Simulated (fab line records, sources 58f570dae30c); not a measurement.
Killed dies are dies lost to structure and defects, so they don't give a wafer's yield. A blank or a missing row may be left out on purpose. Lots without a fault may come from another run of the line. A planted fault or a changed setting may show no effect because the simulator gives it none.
fab line records | flow berkeley_cmos170 | part 1 of 2: steps 1 to 41 of 44
record lots=7 wafers=21 last_day=11
route steps=331 shown PLDD@155 NLDD@158 SPACER@171 PSD@175 NSD@187 M3@331
lots that met no fault: from a run of the same line without faults
start_h: hours from the record's first day to the start of the lot's first wafer shown | wait_h: hours since the lot's step before | " the same as in the row above | L1.1+2: a row that stands for several wafers | - no value, or no start given | * or withheld: withheld | < > ~ a bound
route shown NAME@n: a module of which the file shows steps, and the number in the route of the first | usual: mean/standard deviation of fault-free wafers | same: alike in all rows | chamber/n: place in a boat | sites: the reading at each site | _std_site: their standard deviation | _edge_site: outer sites' mean less inner sites' | radius_mm: how far each site lies from the wafer's centre | mask NAME#n: copy n | behind: the tool/chamber that last shaped the wafer | hold: why the lot was held/for how many hours/how that ended | device: the transistor (n, p or np) that didn't switch | end of line: the same wafers' tests at the end of the route | a step without rows: its recipe alone | killed: dies lost to structure and defects at the first sort, not the wafer's yield | map: a wafer's dies, x killed, . not, _ none there
set.NAME: the setting as run; set.NAME@STEP: as run at that earlier step | model.NAME: the simulator's own value behind a step, which no gauge read
lots at some steps of the route; a table a step, a row a wafer
services: from which hour (start_h, from the record's first day; less than 0 if before it) a tool's chamber was out of use, for how many hours, and why
## steps
# step UCB170_PLDD_STRIP_10
# recipe chemistry=O2 power_w=400 pressure_mtorr=3500 platen_temp_c=withheld o2_flow_sccm=400 overash_fraction=0.5
# usual drypump_motor_current_A=5.9/0.39 oes_product_au=0.734/0.0042 strip_time_to_endpoint_s=21.61/0.06
# columns lot.wafer tool chamber start_h wait_h drypump_motor_current_A oes_product_au rf_hours_counter_h strip_time_to_endpoint_s
L566.1 plasma_asher-03 0 155.98 0.1 5.9 0.733 4 21.55
L566.3 " 1 " " 5.7 0.738 - 21.63
L566.6 " 1 " " 5.7 0.730 - 21.61
L565.1 plasma_asher-04 1 156.71 0.1 5.4 0.741 44 21.66
L565.3 " 1 " " 5.4 0.733 - 21.59
L565.5 " 0 " " 6.1 0.736 - 21.60
L568.2 plasma_asher-02 1 175.29 0.1 6.7 0.731 39 21.70
L568.4 " 0 " " 5.6 0.730 - 21.66
L568.5 " 0 " " 5.6 0.735 - 21.64
L570.1 plasma_asher-03 0 184.08 0.1 5.9 0.736 7 21.63
L570.5 " 0 " " 5.9 0.730 - 21.57
L570.6 " 1 " " 5.8 0.738 - 21.56
L573.1 plasma_asher-04 0 188.82 0.1 6.1 0.732 48 21.51
L573.5 " 1 " " 5.3 0.727 - 21.49
L573.6 " 0 " " 6.1 0.735 - 21.49
L572.3 plasma_asher-02 1 189.59 0.1 6.6 0.738 - 21.69
L572.4 " 0 " " 5.6 0.732 - 21.59
L572.6 " 1 " " 6.7 0.737 - 21.62
L580.2 plasma_asher-04 1 233.90 0.1 5.3 0.738 53 21.76
L580.4 " 0 " " 6.1 0.742 - 21.76
L580.6 " 1 " " 5.3 0.734 - 21.80
# step UCB170_PLDD_TW_MEAS_11
# usual PLDD_TW=1006/5.1
# columns lot.wafer tool chamber start_h wait_h PLDD_TW
L566.1 film_metro-04 - 156.08 0.1 1010
L566.3 " - " " 1014
L566.6 " - " " 1015
L565.1 film_metro-04 - 156.81 0.1 1009
L565.3 " - " " 1014
L565.5 " - " " 1013
L568.2 film_metro-03 - 175.40 0.1 1003
L568.4 " - " " 1008
L568.5 " - " " 1002
L570.1 film_metro-04 - 184.18 0.1 1012
L570.5 " - " " 1013
L570.6 " - " " 1009
L573.1 film_metro-02 - 188.92 0.1 1010
L573.5 " - " " 1005
L573.6 " - " " 1003
L572.3 film_metro-02 - 189.68 0.1 1003
L572.4 " - " " 1009
L572.6 " - " " 1001
L580.2 film_metro-02 - 234.01 0.1 1007
L580.4 " - " " 1004
L580.6 " - " " 1011
# step UCB170_PLDD_CLEAN_12
# recipe chemistry=SPM temp_c=120 time_s=600
# step UCB170_NLDD_HMDS_00
# recipe prime_time_s=60 prime_temp_c=100
# step UCB170_NLDD_COAT_01
# recipe resist=KrF spin_rpm=1500 resist_thk_nm=900
# step UCB170_NLDD_SOFTBAKE_02
# recipe resist=KrF temp_c=130 time_s=60
# step UCB170_NLDD_EXPOSE_03
# recipe mask_id=NSELECT na=0.5 sigma_outer=0.6 source_shape=conventional target_cd_nm=1200 dose_mj=29.51
# step UCB170_NLDD_PEB_04
# recipe peb_temp_c=130 peb_time_s=withheld resist=KrF
# step UCB170_NLDD_DEVELOP_05
# recipe developer=TMAH develop_time_s=45 resist=KrF dev_temp_c=21
# step UCB170_NLDD_CD_MEAS_06
# recipe target_cd_nm=1200
# usual cd_nm=1199.4/1.4
# columns lot.wafer tool chamber start_h wait_h cd_nm
L566.1 cd_sem-01 - 157.30 - 1198.9
L566.3 " - " " 1198.5
L566.6 " - " " 1198.3
L565.1 cd_sem-01 - 158.38 - 1198.5
L565.3 " - " " 1198.7
L565.5 " - " " 1199.0
L568.2 cd_sem-02 - 177.06 - 1200.7
L568.4 " - " " 1200.6
L568.5 " - " " 1199.6
L570.1 cd_sem-01 - 187.76 - 1196.3
L570.5 " - " " 1197.9
L570.6 " - " " 1197.7
L573.1 cd_sem-01 - 190.65 - 1200.9
L573.5 " - " " 1200.9
L573.6 " - " " 1201.8
L572.3 cd_sem-02 - 191.87 - 1199.1
L572.4 " - " " 1198.1
L572.6 " - " " 1200.2
L580.2 cd_sem-01 - 235.36 - 1199.8
L580.4 " - " " 1199.8
L580.6 " - " " 1200.7
# step UCB170_NLDD_OVL_MEAS_07
# usual NLDD_OVL=-3/5.1
# columns lot.wafer tool chamber start_h wait_h NLDD_OVL[nm]
L566.1 overlay-02 - 157.42 0.1 -1
L566.3 " - " " -13
L566.6 " - " " -9
L565.1 overlay-01 - 158.50 0.1 -1
L565.3 " - " " 1
L565.5 " - " " -8
L568.2 overlay-02 - 177.17 0.1 -6
L568.4 " - " " -14
L568.5 " - " " -2
L570.1 overlay-01 - 187.88 0.1 -5
L570.5 " - " " -2
L570.6 " - " " 4
L573.1 overlay-01 - 190.77 0.1 2
L573.5 " - " " -4
L573.6 " - " " 4
L572.3 overlay-02 - 191.96 0.1 -1
L572.4 " - " " -6
L572.6 " - " " -4
L580.2 overlay-02 - 235.46 0.1 -5
L580.4 " - " " -14
L580.6 " - " " -7
# step UCB170_NLDD_IMPLANT_08
# recipe species=As dose_cm2=5e+13 energy_kev=30 tilt_deg=7 rotation_deg=0
# step UCB170_NLDD_IMPLANT_09
# recipe species=As dose_cm2=5e+13 energy_kev=30 tilt_deg=7 rotation_deg=180
# usual beam_energy_keV=30.000/0.009 dose_ions_cm2=5e+13/5.4e+10 faraday_current_uA=158.7/2.8
# columns lot.wafer tool chamber start_h wait_h beam_energy_keV dose_ions_cm2 faraday_current_uA
L566.1 implanter-03 0 157.60 0.1 30.016 4.987e+13 155.3
L566.3 " 0 " " 30.023 4.999e+13 157.7
L566.6 " 0 " " 30.018 4.994e+13 154.0
L565.1 implanter-04 0 158.69 0.1 30.006 4.994e+13 156.2
L565.3 " 0 " " 30.006 4.996e+13 154.7
L565.5 " 0 " " 29.999 5.001e+13 161.2
L568.2 implanter-03 0 177.37 0.1 30.008 2.455e+13 77.7
L568.4 " 0 " " 30.005 2.463e+13 78.6
L568.5 " 0 " " 30.007 2.456e+13 78.0
L570.1 implanter-04 0 188.07 0.1 30.001 4.993e+13 157.3
L570.5 " 0 " " 30.001 4.999e+13 159.7
L570.6 " 0 " " 29.996 4.998e+13 156.9
L573.1 implanter-03 0 190.96 0.1 29.994 2.455e+13 79.4
L573.5 " 0 " " 30.007 2.471e+13 77.7
L573.6 " 0 " " 29.991 2.454e+13 76.6
L572.3 implanter-03 0 192.31 0.1 30.005 2.458e+13 80.8
L572.4 " 0 " " 29.995 2.462e+13 76.9
L572.6 " 0 " " 30.002 2.464e+13 76.3
L580.2 implanter-01 0 235.67 0.1 29.996 5.002e+13 161.9
L580.4 " 0 " " 29.998 4.989e+13 158.6
L580.6 " 0 " " 30.008 4.983e+13 161.2
# step UCB170_NLDD_STRIP_10
# recipe chemistry=O2 power_w=400 pressure_mtorr=3500 platen_temp_c=withheld o2_flow_sccm=400 overash_fraction=0.5
# step UCB170_NLDD_TW_MEAS_11
# usual NLDD_TW=2206/11
# columns lot.wafer tool chamber start_h wait_h NLDD_TW
L566.1 film_metro-02 - 157.85 0.1 2209
L566.3 " - " " 2210
L566.6 " - " " 2193
L565.1 film_metro-02 - 158.94 0.1 2204
L565.3 " - " " 2200
L565.5 " - " " 2209
L568.2 film_metro-03 - 177.61 0.1 2035
L568.4 " - " " 2036
L568.5 " - " " 2023
L570.1 film_metro-02 - 188.32 0.1 2191
L570.5 " - " " 2200
L570.6 " - " " 2211
L573.1 film_metro-02 - 191.21 0.1 2039
L573.5 " - " " 2022
L573.6 " - " " 2031
L572.3 film_metro-03 - 192.53 0.1 2029
L572.4 " - " " 2024
L572.6 " - " " 2027
L580.2 film_metro-02 - 235.90 0.1 2207
L580.4 " - " " 2217
L580.6 " - " " 2202
# step UCB170_NLDD_CLEAN_12
# recipe chemistry=SPM temp_c=120 time_s=600
# step UCB170_SPACER_CVD_00
# recipe material=SiO2 target_thk_nm=376 temp_c=390 precursor=TEOS/O2 time_s=47 rf_w=550 pressure_mtorr=9000
# step UCB170_SPACER_THK_MEAS_01
# recipe reads=SiO2_of_SPACER_CVD_00
# usual SPACER_TEOS_THK=374/5.1
# columns lot.wafer tool chamber start_h wait_h SPACER_TEOS_THK[nm]
L566.1 film_metro-04 - 158.15 0.0 366
L566.3 " - " " 372
L566.6 " - " " 378
L565.1 film_metro-04 - 159.23 0.0 361
L565.3 " - " " 370
L565.5 " - " " 377
L568.2 film_metro-02 - 180.43 0.0 370
L568.4 " - " " 380
L568.5 " - " " 383
L570.1 film_metro-04 - 188.60 0.0 372
L570.5 " - " " 379
L570.6 " - " " 376
L573.1 film_metro-01 - 191.55 0.1 367
L573.5 " - " " 373
L573.6 " - " " 380
L572.3 film_metro-02 - 192.83 0.0 378
L572.4 " - " " 372
L572.6 " - " " 375
L580.2 film_metro-02 - 236.20 0.0 364
L580.4 " - " " 370
L580.6 " - " " 369
# step UCB170_SPACER_ANNEAL_02
# recipe temp_c=900 time_s=1800 ambient=N2
# step UCB170_SPACER_ETCHBACK_03
# recipe stop_on=Si target=SiO2 chemistry=CHF3/CF4/Ar CHF3_flow_sccm=50 cf4_flow_sccm=10 Ar_flow_sccm=120 pressure_mtorr=200 rf_w=500 target_depth_a=3760 time_s=100
# usual drypump_motor_current_A=5.63/0.28 oes_product_au=0.905/0.02 throttle_valve_pct=6.45/0.055
# columns lot.wafer tool chamber start_h wait_h drypump_motor_current_A oes_product_au rf_hours_counter_h throttle_valve_pct
L565.1 rie_diel-03 3 163.47 0.0 5.84 0.896 10 6.32
L565.3 " 2 " " 5.52 0.922 6 6.50
L565.5 " 0 " " 5.60 0.869 - 6.47
L566.1 rie_diel-01 0 163.47 0.0 5.71 0.855 8 6.53
L566.3 " 2 " " 5.56 0.900 78 6.45
L566.6 " 0 " " 5.74 0.876 - 6.54
L568.2 rie_diel-01 0 184.54 0.0 5.71 0.863 9 6.54
L568.4 " 3 " " 5.51 0.925 31 6.45
L568.5 " 3 " " 5.51 0.940 - 6.43
L570.1 rie_diel-04 3 195.84 0.0 5.36 0.892 9 6.48
L570.5 " 3 " " 5.36 0.908 - 6.48
L570.6 " 2 " " 6.12 0.933 - 6.49
L573.1 rie_diel-03 3 195.84 0.0 5.83 0.904 11 6.31
L573.5 " 0 " " 5.60 0.872 - 6.44
L573.6 " 1 " " 5.01 0.936 - 6.46
L572.3 rie_diel-03 1 195.91 0.1 5.05 0.931 45 6.46
L572.4 " 3 " " 5.81 0.912 11 6.32
L572.6 " 3 " " 5.84 0.921 - 6.31
L580.2 rie_diel-01 3 241.94 0.0 5.49 0.885 34 6.44
L580.4 " 2 " " 5.59 0.891 81 6.44
L580.6 " 0 " " 5.72 0.865 - 6.54
# step UCB170_PSD_HMDS_00
# recipe prime_time_s=60 prime_temp_c=100
# step UCB170_PSD_COAT_01
# recipe resist=KrF spin_rpm=1500 resist_thk_nm=900
# step UCB170_PSD_SOFTBAKE_02
# recipe resist=KrF temp_c=130 time_s=60
# step UCB170_PSD_EXPOSE_03
# recipe mask_id=PSELECT_MOD na=0.5 sigma_outer=0.6 source_shape=conventional target_cd_nm=1200 dose_mj=30
# step UCB170_PSD_PEB_04
# recipe peb_temp_c=130 peb_time_s=withheld resist=KrF
# usual plate_sensor_t_centre_C=131.41/0.0089 plate_sensor_t_edge_C=131.53/0.011
# columns lot.wafer tool chamber start_h wait_h plate_sensor_t_centre_C plate_sensor_t_edge_C
L566.1 litho_track-01 0 164.44 0.3 131.41 131.53
L566.3 " 0 " " 131.41 131.54
L566.6 " 0 " " 131.4 131.51
L565.1 litho_track-04 0 164.86 0.1 131.4 131.53
L565.3 " 0 " " 131.4 131.55
L565.5 " 0 " " 131.4 131.51
L568.2 litho_track-03 0 185.67 0.1 131.41 131.55
L568.4 " 0 " " 131.42 131.53
L568.5 " 0 " " 131.4 131.52
L570.1 litho_track-03 0 196.81 0.4 131.4 131.53
L570.5 " 0 " " 131.4 131.52
L570.6 " 0 " " 131.41 131.55
L573.1 litho_track-01 0 197.02 0.2 131.41 131.53
L573.5 " 0 " " 131.41 131.53
L573.6 " 0 " " 131.41 131.53
L572.3 litho_track-04 0 197.34 0.1 131.4 131.53
L572.4 " 0 " " 131.4 131.53
L572.6 " 0 " " 131.39 131.55
L580.2 litho_track-04 0 243.20 0.2 131.41 131.53
L580.4 " 0 " " 131.4 131.53
L580.6 " 0 " " 131.41 131.52
# step UCB170_PSD_DEVELOP_05
# recipe developer=TMAH develop_time_s=45 resist=KrF dev_temp_c=21
# step UCB170_PSD_CD_MEAS_06
# recipe target_cd_nm=1200
# usual cd_nm=1199.7/1.4
# columns lot.wafer tool chamber start_h wait_h cd_nm
L566.1 cd_sem-02 - 164.72 - 1199.7
L566.3 " - " " 1199.5
L566.6 " - " " 1200.8
L565.1 cd_sem-01 - 165.14 - 1198.4
L565.3 " - " " 1198.4
L565.5 " - " " 1197.0
L568.2 cd_sem-02 - 185.94 - 1199.7
L568.4 " - " " 1200.8
L568.5 " - " " 1199.7
L570.1 cd_sem-02 - 197.08 - 1198.9
L570.5 " - " " 1199.9
L570.6 " - " " 1199.1
L573.1 cd_sem-01 - 197.32 - 1199.4
L573.5 " - " " 1199.7
L573.6 " - " " 1199.4
L572.3 cd_sem-01 - 197.61 - 1202.6
L572.4 " - " " 1202.1
L572.6 " - " " 1202.1
L580.2 cd_sem-02 - 243.47 - 1201.5
L580.4 " - " " 1201.1
L580.6 " - " " 1201.8
# step UCB170_PSD_OVL_MEAS_07
# usual PSD_OVL=1/4.4
# columns lot.wafer tool chamber start_h wait_h PSD_OVL[nm]
L566.1 overlay-02 - 164.84 0.1 12
L566.3 " - " " 6
L566.6 " - " " 5
L565.1 overlay-01 - 165.26 0.1 2
L565.3 " - " " 4
L565.5 " - " " 2
L568.2 overlay-02 - 186.04 0.1 2
L568.4 " - " " 7
L568.5 " - " " 2
L570.1 overlay-01 - 197.20 0.1 -1
L570.5 " - " " 5
L570.6 " - " " 5
L573.1 overlay-01 - 197.44 0.1 -8
L573.5 " - " " -4
L573.6 " - " " -4
L572.3 overlay-02 - 197.70 0.1 1
L572.4 " - " " 6
L572.6 " - " " 2
L580.2 overlay-01 - 243.59 0.1 2
L580.4 " - " " 5
L580.6 " - " " 2
# step UCB170_PSD_IMPLANT_08
# recipe species=B dose_cm2=3e+15 energy_kev=20 tilt_deg=7
# step UCB170_PSD_STRIP_09
# recipe chemistry=O2 power_w=400 pressure_mtorr=3500 platen_temp_c=withheld o2_flow_sccm=400 overash_fraction=0.5
# usual drypump_motor_current_A=6.1/0.41 oes_product_au=0.600/0.005 strip_time_to_endpoint_s=29.39/0.076
# columns lot.wafer tool chamber start_h wait_h drypump_motor_current_A oes_product_au rf_hours_counter_h strip_time_to_endpoint_s
L566.1 plasma_asher-02 1 165.02 0.1 6.7 0.603 38 29.30
L566.3 " 0 " " 5.6 0.597 - 29.41
L566.6 " 1 " " 6.6 0.595 - 29.34
L565.1 plasma_asher-02 0 165.44 0.1 5.6 0.599 38 29.34
L565.3 " 0 " " 5.6 0.594 - 29.34
L565.5 " 0 " " 5.6 0.600 - 29.26
L568.2 plasma_asher-03 1 186.22 0.1 5.7 0.601 7 29.42
L568.4 " 1 " " 5.7 0.602 - 29.39
L568.5 " 1 " " 5.7 0.595 - 29.33
L570.1 plasma_asher-02 0 197.39 0.1 5.7 0.594 42 29.31
L570.5 " 0 " " 5.7 0.601 - 29.24
L570.6 " 1 " " 6.7 0.603 - 29.30
L573.1 plasma_asher-01 0 197.63 0.1 6.5 0.599 49 29.38
L573.5 " 1 " " 6.0 0.604 - 29.26
L573.6 " 0 " " 6.5 0.603 - 29.34
L572.3 plasma_asher-01 0 197.91 0.1 6.5 0.599 - 29.39
L572.4 " 1 " " 6.1 0.597 - 29.38
L572.6 " 1 " " 6.1 0.598 - 29.41
L580.2 plasma_asher-03 0 243.77 0.1 6.0 0.596 14 29.32
L580.4 " 0 " " 5.9 0.597 - 29.30
L580.6 " 1 " " 5.7 0.611 - 29.32
# step UCB170_PSD_TW_MEAS_10
# usual PSD_TW=2317/11
# columns lot.wafer tool chamber start_h wait_h PSD_TW
L566.1 film_metro-02 - 165.12 0.1 2333
L566.3 " - " " 2324
L566.6 " - " " 2320
L565.1 film_metro-02 - 165.54 0.1 2311
L565.3 " - " " 2332
L565.5 " - " " 2321
L568.2 film_metro-03 - 186.33 0.1 2315
L568.4 " - " " 2311
L568.5 " - " " 2320
L570.1 film_metro-02 - 197.49 0.1 2323
L570.5 " - " " 2319
L570.6 " - " " 2324
L573.1 film_metro-04 - 197.73 0.1 2327
L573.5 " - " " 2326
L573.6 " - " " 2328
L572.3 film_metro-04 - 197.99 0.1 2332
L572.4 " - " " 2318
L572.6 " - " " 2323
L580.2 film_metro-04 - 243.88 0.1 2325
L580.4 " - " " 2332
L580.6 " - " " 2329
# step UCB170_PSD_CLEAN_11
# recipe chemistry=SPM temp_c=120 time_s=600
# step UCB170_NSD_HMDS_00
# recipe prime_time_s=60 prime_temp_c=100
# step UCB170_NSD_COAT_01
# recipe resist=KrF spin_rpm=1500 resist_thk_nm=900
# step UCB170_NSD_SOFTBAKE_02
# recipe resist=KrF temp_c=130 time_s=60
# step UCB170_NSD_EXPOSE_03
# recipe mask_id=NSELECT_MOD na=0.5 sigma_outer=0.6 source_shape=conventional target_cd_nm=1200 dose_mj=30
# step UCB170_NSD_PEB_04
# recipe peb_temp_c=130 peb_time_s=withheld resist=KrF
# step UCB170_NSD_DEVELOP_05
# recipe developer=TMAH develop_time_s=45 resist=KrF dev_temp_c=21
# step UCB170_NSD_CD_MEAS_06
# recipe target_cd_nm=1200
# usual cd_nm=1200.2/1.2
# columns lot.wafer tool chamber start_h wait_h cd_nm
L566.1 cd_sem-02 - 166.75 - 1201.1
L566.3 " - " " 1201.0
L566.6 " - " " 1202.1
L565.1 cd_sem-02 - 167.07 - 1201.7
L565.3 " - " " 1199.8
L565.5 " - " " 1199.6
L568.2 cd_sem-02 - 189.60 - 1201.9
L568.4 " - " " 1202.2
L568.5 " - " " 1201.1
L570.1 cd_sem-01 - 200.31 - 1202.4
L570.5 " - " " 1201.2
L570.6 " - " " 1201.6
L573.1 cd_sem-02 - 200.74 - 1201.7
L573.5 " - " " 1203.6
L573.6 " - " " 1202.5
L572.3 cd_sem-02 - 201.06 - 1200.0
L572.4 " - " " 1199.9
L572.6 " - " " 1199.2
L580.2 cd_sem-02 - 245.51 - 1199.9
L580.4 " - " " 1200.3
L580.6 " - " " 1200.4
# step UCB170_NSD_OVL_MEAS_07
# usual NSD_OVL=1/5.4
# columns lot.wafer tool chamber start_h wait_h NSD_OVL[nm]
L566.1 overlay-01 - 166.87 0.1 -12
L566.3 " - " " -4
L566.6 " - " " 3
L565.1 overlay-01 - 167.19 0.1 4
L565.3 " - " " -4
L565.5 " - " " 5
L568.2 overlay-01 - 189.70 0.1 -5
L568.4 " - " " -4
L568.5 " - " " -3
L570.1 overlay-01 - 200.43 0.1 17
L570.5 " - " " 12
L570.6 " - " " 2
L573.1 overlay-01 - 200.86 0.1 2
L573.5 " - " " -1
L573.6 " - " " 4
L572.3 overlay-02 - 201.15 0.1 -6
L572.4 " - " " -2
L572.6 " - " " -9
L580.2 overlay-02 - 245.61 0.1 2
L580.4 " - " " -8
L580.6 " - " " 3
# step UCB170_NSD_IMPLANT_08
# recipe species=P dose_cm2=3e+15 energy_kev=40 tilt_deg=7
## key
first_sign step=UCB170_NLDD_IMPLANT_09 reading=dose_ions_cm2 direction=down sigmas=99+ usual=5e+13 struck=2.46e+13
effect step=UCB170_NLDD_IMPLANT_09 reading=faraday_current_uA direction=down sigmas=29 usual=158.7 struck=78.0
effect step=UCB170_NLDD_TW_MEAS_11 reading=NLDD_TW direction=down sigmas=16 usual=2206 struck=2029
effect step=UCB170_SDANNEAL_RS_MEAS_05 reading=NLDD_RS direction=up sigmas=92 usual=616.9 struck=751.1
model_effect step=UCB170_M3_PROBE_99 value=etest.nldd.line_ohm_um without=1254 struck=1595
met_at UCB170_NLDD_IMPLANT_09
struck_wafers L568.2,L568.4,L568.5,L572.3,L572.4,L572.6,L573.1,L573.5,L573.6
tester_left_out L568,L572,L573
onset_between 157.60 177.37
fault kind=process_parameter_drift tool=implanter-03 chamber=- onset_h=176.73 steps=UCB170_NLDD_IMPLANT_09 channel=dose_cm2 offset=-2.5437e+13 shape=step end_h=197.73 acts_in=these_recipes_only stated=5e+13
# tester_left_out: of these lots the tester's yield and bins aren't shown, on N5 and GAA mostly nor the transistor test; their killed dies are dies lost to structure and defects alone, not to doping, threshold or leakage, so they don't give the yield
